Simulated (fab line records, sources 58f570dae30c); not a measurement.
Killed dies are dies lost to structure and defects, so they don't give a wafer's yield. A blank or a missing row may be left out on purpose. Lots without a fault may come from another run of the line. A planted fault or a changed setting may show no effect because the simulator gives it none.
Which tool did it? | flow berkeley_cmos170 | 6 lots, 18 wafers sampled, at 1 step of a route of 331

WHAT THE GAUGES READ, wafer by wafer
UCB170_NLDD_OVL_MEAS_07.
lot  | measured     | on         | NLDD_OVL (nm)
L707 | day 8 07:12  | overlay-01 | 4 4 1
L708 | day 8 07:41  | overlay-01 | -2 -5 -5
L711 | day 8 20:06  | overlay-01 | 2 6 4
L714 | day 9 08:38  | overlay-01 | -2 -3 1
L720 | day 10 14:29 | overlay-02 | 1 -3 7
L726 | day 11 18:20 | overlay-01 | -1 0 -3

WHICH TOOL RAN EACH LOT (tool, then ch and the chambers of the sampled wafers, then the start)
The record holds no process step before these readings.

THE ANSWER, worked out from the rows above alone
Rule: what is usual is taken from the lots themselves. Put in order of their means at a reading, lots are off if they are a third of the lots or fewer, leave a main group of 4 or more, and stand apart from it by a gap of 3 or more times the standard deviation of the main group's means; of several such gaps the widest counts. A main group whose means are all the same, to the digits that the tables above print for the reading, isn't used. A lot without any number at a reading at which 4 lots or more have one is off too. The other lots that the step has rows for count as sound.
No lot is off at any reading shown: from this, nothing can be told.

WHAT THE SIMULATOR HAD PUT IN
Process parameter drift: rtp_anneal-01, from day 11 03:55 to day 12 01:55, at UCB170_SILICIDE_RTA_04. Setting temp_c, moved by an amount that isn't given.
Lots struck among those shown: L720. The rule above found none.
